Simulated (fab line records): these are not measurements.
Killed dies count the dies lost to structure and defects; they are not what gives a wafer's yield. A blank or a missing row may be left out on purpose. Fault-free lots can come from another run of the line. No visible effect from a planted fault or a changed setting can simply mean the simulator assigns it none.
fab line records | flow berkeley_cmos170
record: lots: 5 wafers: 23
route steps=331 shown M1@238 V1@268 M2@276 V2@292 M3@310
start_h: hours from the record's first day to the start of the lot's first wafer shown | wait_h: hours from the lot's prior step to this one | " unchanged from the row above | L1.1+2: several wafers, shown together as one row | - no value, or no start was given | * or withheld: withheld | < > ~ a bound
route shown NAME@n: a module of which the file shows steps, and the number in the route of the first | usual: average and standard deviation across the fault-free wafers | same: alike in all rows | chamber/n: place in a boat | sites: each site's reading | _std_site: their standard deviation | _edge_site: mean of outer sites minus mean of inner sites | radius_mm: for every site, how far away it sits from the centre of the wafer | mask NAME#n: copy n | behind: tool/chamber where the wafer was last shaped | hold: why the lot was held/for how many hours/how that ended | device: names the non-switching transistor (n, p or np) | end of line: the route-end tests of the same wafers | where a step has no rows: the recipe by itself | killed: count of dies lost to structure and defects at first sort (not the wafer's yield) | map: a wafer's dies, marking killed ones x, the rest . and places with no die _
set.NAME: the run value of the setting; set.NAME@STEP: its run value at that earlier step | model.NAME: the simulator's own value behind a step, which no gauge read
lots with deliberately changed settings; one table per step, one row per wafer
== steps ==
step: UCB170_M1_SPUTTER_00
recipe: material: Al target_thk_nm: 600 time_s: 80 power_w: 6000 chamber_pressure_pa: 0.5
columns lot.wafer tool chamber start_h wait_h set.time_s model.Al_of_M1_SPUTTER_00.thk_nm
L076.1 pvd_sputter-02 - 179.63 0.0 80 600.9
L076.2 " - " " 80 597.8
L076.4 " - " " 80 602.2
L076.5 " - " " 80 596.6
L076.6 " - " " 80 596.8
L078.1 pvd_sputter-02 - 194.97 0.0 80 597.1
L078.2 " - " " 74.42 553
L078.3 " - " " 80 602.6
L078.5 " - " " 74.42 551.1
L078.6 " - " " 80 596.8
L079.1 pvd_sputter-01 - 195.14 0.0 80 588.5
L079.4 " - " " 80 590.7
L079.6 " - " " 80 591.2
L082.2 pvd_sputter-04 - 205.96 0.0 83.05 621.3
L082.3 " - " " 80 602.8
L082.4 " - " " 83.05 624.8
L082.5 " - " " 80 605.7
L082.6 " - " " 83.05 624.2
L084.1 pvd_sputter-01 - 224.51 0.0 80 597.2
L084.2 " - " " 80 602.1
L084.3 " - " " 80 604
L084.4 " - " " 84.59 633.9
L084.5 " - " " 84.59 627.4
step: UCB170_M1_RS_MEAS_01
recipe: thk_meas_gauge: four-point-probe reads: Al_of_M1_SPUTTER_00
usual: M1_AL_RS: 0.0487/0.00041
columns lot.wafer tool chamber start_h wait_h set.time_s@M1_SPUTTER_00 M1_AL_RS[ohm/sq]
L076.1 film_metro-03 - 179.69 0.0 80 0.0485
L076.2 " - " " 80 0.0487
L076.4 " - " " 80 0.0482
L076.5 " - " " 80 0.0487
L076.6 " - " " 80 0.0488
L078.1 film_metro-02 - 195.03 0.0 80 0.0488
L078.2 " - " " 74.42 0.0526
L078.3 " - " " 80 0.0483
L078.5 " - " " 74.42 0.0530
L078.6 " - " " 80 0.0489
L079.1 film_metro-04 - 195.21 0.0 80 0.0493
L079.4 " - " " 80 0.0491
L079.6 " - " " 80 0.0491
L082.2 film_metro-04 - 206.04 0.1 83.05 0.0466
L082.3 " - " " 80 0.0481
L082.4 " - " " 83.05 0.0464
L082.5 " - " " 80 0.0479
L082.6 " - " " 83.05 0.0465
L084.1 film_metro-04 - 224.57 0.0 80 0.0485
L084.2 " - " " 80 0.0482
L084.3 " - " " 80 0.0480
L084.4 " - " " 84.59 0.0457
L084.5 " - " " 84.59 0.0461
step: UCB170_M1_THK_MEAS_02
recipe: thk_meas_gauge: xrf reads: Al_of_M1_SPUTTER_00
usual: M1_AL_THK: 597/5.3
columns lot.wafer tool chamber start_h wait_h set.time_s@M1_SPUTTER_00 M1_AL_THK[nm]
L076.1 film_metro-03 - 179.81 0.1 80 597
L076.2 " - " " 80 594
L076.4 " - " " 80 599
L076.5 " - " " 80 594
L076.6 " - " " 80 596
L078.1 film_metro-02 - 195.15 0.1 80 598
L078.2 " - " " 74.42 556
L078.3 " - " " 80 602
L078.5 " - " " 74.42 553
L078.6 " - " " 80 600
L079.1 film_metro-04 - 195.33 0.1 80 594
L079.4 " - " " 80 601
L079.6 " - " " 80 599
L082.2 film_metro-04 - 206.15 0.1 83.05 626
L082.3 " - " " 80 605
L082.4 " - " " 83.05 626
L082.5 " - " " 80 606
L082.6 " - " " 83.05 626
L084.1 film_metro-04 - 224.69 0.1 80 601
L084.2 " - " " 80 605
L084.3 " - " " 80 605
L084.4 " - " " 84.59 637
L084.5 " - " " 84.59 629
step: UCB170_M1_COAT_04
recipe: resist: KrF spin_rpm: 1500 resist_thk_nm: 900
columns lot.wafer tool chamber start_h wait_h set.spin_rpm model.KrF_of_M1_COAT_04.thk_nm
L076.1 litho_track-03 0 - - 1500 901.1
L076.2 " 0 " " 1402 934.2
L076.4 " 0 " " 1500 900.7
L076.5 " 0 " " 1500 900.9
L076.6 " 0 " " 1402 932.3
L078.1 litho_track-03 0 - - 1500 901.7
L078.2 " 0 " " 1567 -
L078.3 " 0 " " 1567 882.6
L078.5 " 0 " " 1500 -
L078.6 " 0 " " 1567 883.7
L079.1 litho_track-01 0 - - 1500 899.9
L079.4 " 0 " " 1500 900.2
L079.6 " 0 " " 1500 898.8
L082.2 litho_track-01 0 - - 1500 897.8
L082.3 " 0 " " 1500 901.7
L082.4 " 0 " " 1500 902.3
L082.5 " 0 " " 1389 933.7
L082.6 " 0 " " 1389 936.4
L084.1 litho_track-03 0 - - 1449 918
L084.2 " 0 " " 1500 900.4
L084.3 " 0 " " 1449 917.5
L084.4 " 0 " " 1500 -
L084.5 " 0 " " 1449 -
step: UCB170_M1_METAL_ETCH_12
recipe: chemistry: Cl2/BCl3 target: Al stop_on: PSG pressure_mtorr: 12 target_depth_a: 7800 over_etch_frac: 0.3 time_s: 130 icp_w: 600 bias_w: 120 Cl2_flow_sccm: 90 bcl3_flow_sccm: 45
usual: oes_product_au: 0.854/0.013
columns lot.wafer tool chamber start_h wait_h set.icp_w set.time_s@M1_SPUTTER_00 oes_product_au
L076.1 rie_metal-03 0 181.11 - 600 80 0.836
L076.2 " 1 " " 600 80 0.850
L076.4 " 0 " " 620.1 80 0.841
L076.5 " 0 " " 620.1 80 0.837
L076.6 " 1 " " 600 80 0.847
L078.1 rie_metal-01 1 197.66 - 642.6 80 0.854
L078.2 " 0 " " 642.6 74.42 0.819
L078.3 " 0 " " 600 80 0.856
L078.5 " 0 " " 600 74.42 0.824
L078.6 " 1 " " 600 80 0.850
L079.1 rie_metal-04 0 197.78 - 600 80 0.854
L079.4 " 1 " " 600 80 0.859
L079.6 " 0 " " 600 80 0.858
L082.2 rie_metal-04 1 207.48 - 600 83.05 0.896
L082.3 " 1 " " 648.6 80 0.880
L082.4 " 0 " " 600 83.05 0.888
L082.5 " 1 " " 648.6 80 0.872
L082.6 " 0 " " 648.6 83.05 0.889
L084.1 rie_metal-04 1 226.40 - 600 80 0.878
L084.2 " 0 " " 580.6 80 0.869
L084.3 " 1 " " 580.6 80 0.882
L084.4 " 0 " " 600 84.59 0.893
L084.5 " 1 " " 600 84.59 0.900
step: UCB170_V1_ETCH_14
recipe: chemistry: CHF3/CF4/Ar target: SiO2 stop_on: Al CHF3_flow_sccm: 45 cf4_flow_sccm: 15 Ar_flow_sccm: 150 pressure_mtorr: 200 rf_w: 700 target_depth_a: 12500 over_etch_frac: 0.25 time_s: 291
columns lot.wafer tool chamber start_h wait_h set.rf_w model.KrF_of_V1_COAT_07.thk_nm
L076.1 rie_diel-03 3 187.24 0.0 662.4 619.7
L076.2 " 1 " " 700 616.6
L076.4 " 0 " " 700 614.8
L076.5 " 2 " " 662.4 619.1
L076.6 " 1 " " 700 617.2
L078.1 rie_diel-03 0 201.50 0.0 700 606.5
L078.2+3 " 3,2 " " 660.2 618.2
L078.5 " 0 " " 700 608
L078.6 " 3 " " 700 609.1
L079.1 rie_diel-02 1 203.11 0.0 700 606.1
L079.4 " 0 " " 700 604.2
L079.6 " 2 " " 700 607
L082.2 rie_diel-03 3 211.24 0.0 700 605.8
L082.3 " 2 " " 700 605.6
L082.4 " 0 " " 779.4 597.6
L082.5 " 1 " " 779.4 591.7
L082.6 " 0 " " 779.4 595.2
L084.1 rie_diel-01 1 231.23 0.0 673.6 616.6
L084.2 " 2 " " 673.6 613
L084.3 " 3 " " 700 609.8
L084.4 " 0 " " 700 611.2
L084.5 " 0 " " 700 609.1
step: UCB170_V1_STRIP_15
recipe: chemistry: O2 power_w: 400 pressure_mtorr: 3500 platen_temp_c: withheld o2_flow_sccm: 400 overash_fraction: 0.5
usual: strip_time_to_endpoint_s: 15.31/0.074
columns lot.wafer tool chamber start_h wait_h set.rf_w@V1_ETCH_14 strip_time_to_endpoint_s
L076.1 plasma_asher-01 0 187.42 0.1 662.4 15.54
L076.2 " 1 " " 700 15.45
L076.4 " 0 " " 700 15.42
L076.5 " 0 " " 662.4 15.52
L076.6 " 1 " " 700 15.47
L078.1 plasma_asher-01 1 201.67 0.1 700 15.22
L078.2 " 0 " " 660.2 15.49
L078.3 " 0 " " 660.2 15.50
L078.5 " 0 " " 700 15.26
L078.6 " 1 " " 700 15.29
L079.1 plasma_asher-02 1 203.29 0.1 700 15.20
L079.4 " 0 " " 700 15.18
L079.6 " 1 " " 700 15.25
L082.2 plasma_asher-03 0 211.41 0.1 700 15.20
L082.3 " 1 " " 700 15.21
L082.4 " 0 " " 779.4 15.02
L082.5 " 0 " " 779.4 14.85
L082.6 " 1 " " 779.4 14.96
L084.1 plasma_asher-01 1 231.41 0.1 673.6 15.48
L084.2 " 0 " " 673.6 15.37
L084.3 " 1 " " 700 15.29
L084.4 " 0 " " 700 15.32
L084.5 " 1 " " 700 15.28
step: UCB170_M2_COAT_05
recipe: resist: KrF spin_rpm: 1500 resist_thk_nm: 900
columns lot.wafer tool chamber start_h wait_h set.resist_thk_nm model.KrF_of_M2_COAT_05.thk_nm
L076.1 litho_track-02 0 188.19 0.1 900 896.4
L076.2 " 0 " " 866.4 861.1
L076.4 " 0 " " 900 898.2
L076.5 " 0 " " 866.4 864.4
L076.6 " 0 " " 900 896.7
L078.1 litho_track-03 0 202.62 0.1 933.1 935.8
L078.2 " 0 " " 933.1 937.2
L078.3 " 0 " " 900 899.8
L078.5 " 0 " " 933.1 935.3
L078.6 " 0 " " 900 903.1
L079.1+4 litho_track-03 0 204.04 0.1 900 903.5
L079.6 " 0 " " 900 907.1
L082.2 litho_track-04 0 212.14 0.1 900 896.3
L082.3 " 0 " " 932.3 927.8
L082.4 " 0 " " 900 895.2
L082.5 " 0 " " 900 897.6
L082.6 " 0 " " 932.3 932.2
L084.1 litho_track-04 0 232.11 0.1 900 896.4
L084.2 " 0 " " 900 897.1
L084.3 " 0 " " 900 897
L084.4 " 0 " " 900 896.1
L084.5 " 0 " " 900 899.9
step: UCB170_M2_SOFTBAKE_06
recipe: resist: KrF temp_c: 130 time_s: 60
step: UCB170_M2_STRIP_07
recipe: chemistry: O2 power_w: 400 pressure_mtorr: 3500 platen_temp_c: withheld o2_flow_sccm: 400 overash_fraction: 0.5
usual: strip_time_to_endpoint_s: 21.96/0.072
columns lot.wafer tool chamber start_h wait_h set.resist_thk_nm@M2_COAT_05 strip_time_to_endpoint_s
L076.1 plasma_asher-03 0 188.49 0.1 900 21.90
L076.2 " 1 " " 866.4 21.03
L076.4 " 1 " " 900 21.92
L076.5 " 1 " " 866.4 21.12
L076.6 " 0 " " 900 21.89
L078.1 plasma_asher-01 1 202.92 0.1 933.1 22.85
L078.2 " 0 " " 933.1 22.85
L078.3 " 1 " " 900 21.95
L078.5 " 1 " " 933.1 22.81
L078.6 " 0 " " 900 22.03
L079.1 plasma_asher-04 0 204.34 0.1 900 22.03
L079.4 " 1 " " 900 22.06
L079.6 " 0 " " 900 22.13
L082.2 plasma_asher-03 1 212.41 0.1 900 21.87
L082.3 " 1 " " 932.3 22.64
L082.4 " 0 " " 900 21.84
L082.5 " 0 " " 900 21.91
L082.6 " 1 " " 932.3 22.74
L084.1 plasma_asher-04 0 232.41 0.1 900 21.89
L084.2 " 1 " " 900 21.89
L084.3 " 1 " " 900 21.89
L084.4 " 0 " " 900 21.89
L084.5 " 1 " " 900 21.96
step: UCB170_V2_CVD_00
recipe: material: SiO2 target_thk_nm: 2000 temp_c: 390 precursor: TEOS/O2 time_s: 250 rf_w: 550 pressure_mtorr: 9000
columns lot.wafer tool chamber start_h wait_h set.time_s model.SiO2_of_V2_CVD_00.thk_nm
L076.1 pecvd-01 0 190.39 0.1 226.6 1826
L076.2+4 " 1,2 " " 226.6 -
L076.5 " 0 " " 250 2047
L076.6 " 1 " " 250 -
L078.1+2 pecvd-01 0,2 204.77 0.1 265.9 -
L078.3 " 1 " " 250 -
L078.5 " 1 " " 250 2026
L078.6 " 2 " " 265.9 2167
L079.1 pecvd-02 1 206.38 0.1 250 1971
L079.4+6 " 2,0 " " 250 2021
L082.2 pecvd-04 0 214.77 0.1 259.9 2068
L082.3 " 2 " " 259.9 -
L082.4 " 1 " " 259.9 2112
L082.5+6 " 2,0 " " 250 -
L084.1 pecvd-01 1 234.27 0.1 250 2022
L084.2+3 " 2,0 " " 284.4 -
L084.4 " 0 " " 284.4 2325
L084.5 " 1 " " 250 2038
step: UCB170_V2_THK_MEAS_01
recipe: reads: SiO2_of_V2_CVD_00
usual: V2_TEOS_THK: 2006/29
columns lot.wafer tool chamber start_h wait_h set.time_s@V2_CVD_00 V2_TEOS_THK[nm]
L076.1 film_metro-02 - 190.55 0.1 226.6 1825
L076.2 " - " " 226.6 1837
L076.4 " - " " 226.6 1866
L076.5 " - " " 250 2046
L076.6 " - " " 250 2036
L078.1 film_metro-03 - 204.92 0.1 265.9 2154
L078.2 " - " " 265.9 2116
L078.3 " - " " 250 2033
L078.5 " - " " 250 2025
L078.6 " - " " 265.9 2168
L079.1 film_metro-02 - 206.53 0.1 250 1972
L079.4 " - " " 250 2022
L079.6 " - " " 250 2022
L082.2 film_metro-03 - 214.93 0.1 259.9 2070
L082.3 " - " " 259.9 2064
L082.4 " - " " 259.9 2110
L082.5 " - " " 250 2038
L082.6 " - " " 250 2003
L084.1 film_metro-03 - 234.43 0.1 250 2022
L084.2 " - " " 284.4 2301
L084.3 " - " " 284.4 2291
L084.4 " - " " 284.4 2325
L084.5 " - " " 250 2038
step: UCB170_M3_SPUTTER_01
recipe: material: Al target_thk_nm: 900 time_s: 120 power_w: 6000 chamber_pressure_pa: 0.5
columns lot.wafer tool chamber start_h wait_h set.time_s model.Al_of_M3_SPUTTER_01.thk_nm
L076.1 pvd_sputter-03 - 193.02 0.0 120 905.2
L076.2 " - " " 103.6 785.9
L076.4 " - " " 103.6 780.1
L076.5 " - " " 120 915.3
L076.6 " - " " 103.6 781.6
L078.1 pvd_sputter-03 - 207.59 0.0 137.2 1031
L078.2 " - " " 137.2 1032
L078.3 " - " " 137.2 1025
L078.5 " - " " 120 896.8
L078.6 " - " " 120 900.6
L079.1 pvd_sputter-01 - 208.73 0.0 120 903.7
L079.4 " - " " 120 905.3
L079.6 " - " " 120 909.8
L082.2 pvd_sputter-04 - 217.28 0.0 120 889.3
L082.3 " - " " 128.4 949.2
L082.4 " - " " 120 890.1
L082.5 " - " " 128.4 956.5
L082.6 " - " " 128.4 950.1
L084.1 pvd_sputter-04 - 236.74 0.0 120 902.3
L084.2 " - " " 132.9 1005
L084.3 " - " " 132.9 1000
L084.4 " - " " 120 897.5
L084.5 " - " " 120 900.3
step: UCB170_M3_RS_MEAS_02
recipe: thk_meas_gauge: four-point-probe reads: Al_of_M3_SPUTTER_01
usual: M3_AL_RS: 0.03208/0.00029
columns lot.wafer tool chamber start_h wait_h set.time_s@M3_SPUTTER_01 M3_AL_RS[ohm/sq]
L076.1 film_metro-03 - 193.11 0.0 120 0.032
L076.2 " - " " 103.6 0.0369
L076.4 " - " " 103.6 0.03712
L076.5 " - " " 120 0.03164
L076.6 " - " " 103.6 0.03701
L078.1 film_metro-03 - 207.67 0.0 137.2 0.02808
L078.2 " - " " 137.2 0.02801
L078.3 " - " " 137.2 0.02822
L078.5 " - " " 120 0.03232
L078.6 " - " " 120 0.03208
L079.1 film_metro-03 - 208.82 0.0 120 0.03209
L079.4 " - " " 120 0.03196
L079.6 " - " " 120 0.03186
L082.2 film_metro-02 - 217.38 0.1 120 0.03249
L082.3 " - " " 128.4 0.03046
L082.4 " - " " 120 0.03252
L082.5 " - " " 128.4 0.03022
L082.6 " - " " 128.4 0.03046
L084.1 film_metro-02 - 236.83 0.0 120 0.03207
L084.2 " - " " 132.9 0.02876
L084.3 " - " " 132.9 0.02891
L084.4 " - " " 120 0.03229
L084.5 " - " " 120 0.0321
step: UCB170_M3_THK_MEAS_03
recipe: thk_meas_gauge: xrf reads: Al_of_M3_SPUTTER_01
usual: M3_AL_THK: 899/11
columns lot.wafer tool chamber start_h wait_h set.time_s@M3_SPUTTER_01 M3_AL_THK[nm]
L076.1 film_metro-03 - 193.23 0.1 120 894
L076.2 " - " " 103.6 780
L076.4 " - " " 103.6 774
L076.5 " - " " 120 907
L076.6 " - " " 103.6 774
L078.1 film_metro-03 - 207.79 0.1 137.2 1019
L078.2 " - " " 137.2 1021
L078.3 " - " " 137.2 1012
L078.5 " - " " 120 887
L078.6 " - " " 120 892
L079.1 film_metro-03 - 208.94 0.1 120 896
L079.4 " - " " 120 892
L079.6 " - " " 120 900
L082.2 film_metro-02 - 217.49 0.1 120 891
L082.3 " - " " 128.4 947
L082.4 " - " " 120 891
L082.5 " - " " 128.4 957
L082.6 " - " " 128.4 951
L084.1 film_metro-02 - 236.95 0.1 120 903
L084.2 " - " " 132.9 1001
L084.3 " - " " 132.9 996
L084.4 " - " " 120 892
L084.5 " - " " 120 900
step: UCB170_M3_COAT_10
recipe: resist: KrF spin_rpm: 1500 resist_thk_nm: 900
columns lot.wafer tool chamber start_h wait_h set.resist_thk_nm model.KrF_of_M3_COAT_10.thk_nm
L076.1 litho_track-01 0 - - 871.7 872.3
L076.2 " 0 " " 871.7 -
L076.4+6 " 0 " " 900 -
L076.5 " 0 " " 900 900.4
L078.1+3 litho_track-03 0 - - 900 -
L078.2 " 0 " " 879.9 -
L078.5 " 0 " " 879.9 880.4
L078.6 " 0 " " 879.9 883.1
L079.1 litho_track-04 0 - - 900 900.3
L079.4 " 0 " " 900 901.6
L079.6 " 0 " " 900 904.7
L082.2 litho_track-01 0 - - 900 900.2
L082.3+6 " 0 " " 916.6 -
L082.4 " 0 " " 916.6 913.4
L082.5 " 0 " " 900 -
L084.1 litho_track-03 0 - - 916.9 919.2
L084.2 " 0 " " 916.9 -
L084.3 " 0 " " 900 -
L084.4 " 0 " " 900 900.5
L084.5 " 0 " " 900 900.7
step: UCB170_M3_SOFTBAKE_11
recipe: resist: KrF temp_c: 130 time_s: 60
step: UCB170_M3_EXPOSE_12
recipe: mask_id: METAL3 target_cd_nm: 700 na: 0.5 sigma_outer: 0.6 source_shape: conventional dose_mj: 26
step: UCB170_M3_ETCH_17
recipe: chemistry: N2/H2 target_depth_a: withheld overetch_a: withheld target: BARC time_s: withheld source_w: 500 bias_w: 100 pressure_mtorr: 30 n2_flow_sccm: 100 h2_flow_sccm: 200
step: UCB170_M3_METAL_ETCH_18
recipe: chemistry: Cl2/BCl3 target: Al stop_on: SiO2 pressure_mtorr: 12 target_depth_a: 11700 over_etch_frac: 0.3 time_s: 195 icp_w: 600 bias_w: 120 Cl2_flow_sccm: 90 bcl3_flow_sccm: 45
usual: oes_product_au: 0.852/0.017
columns lot.wafer tool chamber start_h wait_h set.time_s@M3_SPUTTER_01 set.resist_thk_nm@M3_COAT_10 oes_product_au model.KrF_of_M3_COAT_10.thk_nm
L076.1 rie_metal-03 0 197.19 - 120 871.7 0.833 177.4
L076.2 " 1 " " 103.6 871.7 0.791 -
L076.4 " 1 " " 103.6 900 0.786 -
L076.5 " 0 " " 120 900 0.852 208.6
L076.6 " 1 " " 103.6 900 0.784 -
L078.1 rie_metal-02 1 210.06 - 137.2 900 0.901 -
L078.2 " 0 " " 137.2 879.9 0.903 -
L078.3 " 1 " " 137.2 900 0.896 -
L078.5 " 0 " " 120 879.9 0.834 186.9
L078.6 " 1 " " 120 879.9 0.838 199
L079.1 rie_metal-04 1 210.80 - 120 900 0.885 213.5
L079.4 " 1 " " 120 900 0.875 215.2
L079.6 " 0 " " 120 900 0.872 223.6
L082.2 rie_metal-04 1 219.31 - 120 900 0.861 220.3
L082.3 " 1 " " 128.4 916.6 0.897 -
L082.4 " 0 " " 120 916.6 0.847 232.6
L082.5 " 1 " " 128.4 900 0.901 -
L082.6 " 0 " " 128.4 916.6 0.893 -
L084.1 rie_metal-04 1 239.23 - 120 916.9 0.879 237.1
L084.2 " 0 " " 132.9 916.9 0.929 -
L084.3 " 0 " " 132.9 900 0.913 -
L084.4 " 1 " " 120 900 0.872 214.5
L084.5 " 0 " " 120 900 0.865 224.2
== key ==
split: step: UCB170_M1_SPUTTER_00 setting: time_s stated: 80 by: wafer
response: step: UCB170_M1_SPUTTER_00 reading: model.Al_of_M1_SPUTTER_00.thk_nm change: +5.92 per: 1% r: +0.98
response: step: UCB170_M1_RS_MEAS_01 reading: M1_AL_RS change: -0.000501 per: 1% r: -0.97
response: step: UCB170_M1_THK_MEAS_02 reading: M1_AL_THK change: +5.87 per: 1% r: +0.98
response: step: UCB170_M1_METAL_ETCH_12 reading: oes_product_au change: +0.00413 per: 1% r: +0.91
split: step: UCB170_M1_COAT_04 setting: spin_rpm stated: 1500 by: wafer
response: step: UCB170_M1_COAT_04 reading: model.KrF_of_M1_COAT_04.thk_nm change: -4.74 per: 1% r: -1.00
split: step: UCB170_M1_METAL_ETCH_12 setting: icp_w stated: 600 by: wafer
response none clear
split: step: UCB170_V1_ETCH_14 setting: rf_w stated: 700 by: wafer
response: step: UCB170_V1_ETCH_14 reading: model.KrF_of_V1_COAT_07.thk_nm change: -1.06 per: 1% r: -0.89
response: step: UCB170_V1_STRIP_15 reading: strip_time_to_endpoint_s change: * per: 1% r: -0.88
split: step: UCB170_M2_COAT_05 setting: resist_thk_nm stated: 900 by: wafer
response: step: UCB170_M2_COAT_05 reading: model.KrF_of_M2_COAT_05.thk_nm change: +9.33 per: 1% r: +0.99
response: step: UCB170_M2_STRIP_07 reading: strip_time_to_endpoint_s change: * per: 1% r: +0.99
split: step: UCB170_V2_CVD_00 setting: time_s stated: 250 by: wafer
response: step: UCB170_V2_CVD_00 reading: model.SiO2_of_V2_CVD_00.thk_nm change: +22 per: 1% r: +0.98
response: step: UCB170_V2_THK_MEAS_01 reading: V2_TEOS_THK change: +19.9 per: 1% r: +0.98
split: step: UCB170_M3_SPUTTER_01 setting: time_s stated: 120 by: wafer
response: step: UCB170_M3_SPUTTER_01 reading: model.Al_of_M3_SPUTTER_01.thk_nm change: +9.25 per: 1% r: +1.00
response: step: UCB170_M3_RS_MEAS_02 reading: M3_AL_RS change: -0.000324 per: 1% r: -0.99
response: step: UCB170_M3_THK_MEAS_03 reading: M3_AL_THK change: +9.05 per: 1% r: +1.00
response: step: UCB170_M3_METAL_ETCH_18 reading: oes_product_au change: +0.00448 per: 1% r: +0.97
split: step: UCB170_M3_COAT_10 setting: resist_thk_nm stated: 900 by: wafer
response: step: UCB170_M3_COAT_10 reading: model.KrF_of_M3_COAT_10.thk_nm change: +8.85 per: 1% r: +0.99
response: step: UCB170_M3_METAL_ETCH_18 reading: model.KrF_of_M3_COAT_10.thk_nm change: +9.19 per: 1% r: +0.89
